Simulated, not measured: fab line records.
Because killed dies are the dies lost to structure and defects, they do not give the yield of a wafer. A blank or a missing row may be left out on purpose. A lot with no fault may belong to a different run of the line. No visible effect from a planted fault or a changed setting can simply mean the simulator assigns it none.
8D (eight disciplines) problem report, filled in by code / flow berkeley cmos170 / the parts of the form that need people (team, actions taken, sign-off) are left out

1. WHAT WENT WRONG
Across 6 wafers from 2 lots, PFIELD_TW at UCB170_PFIELD_TW_MEAS_09 averages 453, while fault-free wafers read 603 with a standard deviation of 3.1. That is -48 standard deviations from the usual mean.
First seen on wafer L565.1, day 7 02:05, on film metro-03. At this step, 42 wafers from 14 lots have a number in the record. Rule for "out" (also "out of limits"): further than 4 standard deviations from the usual mean. Any other wafer with a number is counted as sound.

2. WHAT THIS IS AND IS NOT
question=which readings at this step | is=PFIELD_TW | is not=-
question=which lots | is=L565, L569 | is not=L553, L555, L557, L558, L559, L560, L563, L568, L570, L571, L573, L574
question=which wafers of those lots | is=all that have a number | is not=-
question=read on which gauges | is=film metro-03, film metro-04 | is not=film metro-01
question=when | is=from day 7 02:05 | is not=up to then (21 sound wafers); but 15 sound wafers of L568, L570, L571, L573, L574 came after

3. THE SUSPECTS, EACH WITH WHAT RULES IT OUT
Counting: a tool at any process step up to the reading remains a suspect when it ran all the lots that are out and ran no sound lot after the first of those.
- the gauge at UCB170_PFIELD_TW_MEAS_09: ruled out. Those wafers that are out were read across 2 gauges (film metro-03, film metro-04).
- implanter-01 at UCB170_PFIELD_IMPLANT_07: kept. It ran every lot that is out, first L565 (day 7 01:50), and no sound lot after that; its last sound lot up to then is L560 (day 6 00:35). On those wafers its own readings are out: dose ions cm2, faraday current uA.
Remaining after the count: implanter-01 at UCB170_PFIELD_IMPLANT_07.

4. THE CAUSE (what the simulator had put in)
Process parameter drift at UCB170_PFIELD_IMPLANT_07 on implanter-01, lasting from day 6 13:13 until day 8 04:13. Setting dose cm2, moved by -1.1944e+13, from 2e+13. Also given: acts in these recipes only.
The count eliminated every tool but this one.

5. THE EFFECT CHAIN, in route order
Each row: a reading where the mean over the struck wafers with a number is more than 3 standard deviations away from the usual. Only readings for which the record gives a usual standard deviation are gone through. hours: the time from each lot's start at the first step in this table that gives one to its start at this step, as a median over the lots. sigmas: the change in usual standard deviations.
hours=0; step=UCB170_PFIELD_IMPLANT_07; reading=dose ions cm2; usual=1.9993e+13; on struck wafers=8.0480e+12; change=-1.1945e+13; sigmas=-99 or more
hours=0; step=UCB170_PFIELD_IMPLANT_07; reading=faraday current uA; usual=63.6; on struck wafers=25.6; change=-38.0; sigmas=-29
hours=0; step=UCB170_PFIELD_TW_MEAS_09; reading=PFIELD_TW; usual=603; on struck wafers=453; change=-150; sigmas=-48
Here are the process steps it includes:
- UCB170_PFIELD_IMPLANT_07

6. WHAT WOULD HAVE CAUGHT IT SOONER
13 hours passed between the start of the fault at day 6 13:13 and the first reading out of limits at a measuring or inspecting step in this record, taken at day 7 02:05.
Tool's own readings at UCB170_PFIELD_IMPLANT_07, dose ions cm2, faraday current uA: out on all struck wafers the step has rows for; an alarm limit on them would have tripped on the first.
L569, from the lots that are out (2), started UCB170_PFIELD_IMPLANT_07 on implanter-01 later than day 7 02:05. It would have been spared by a hold on the tool at that moment.
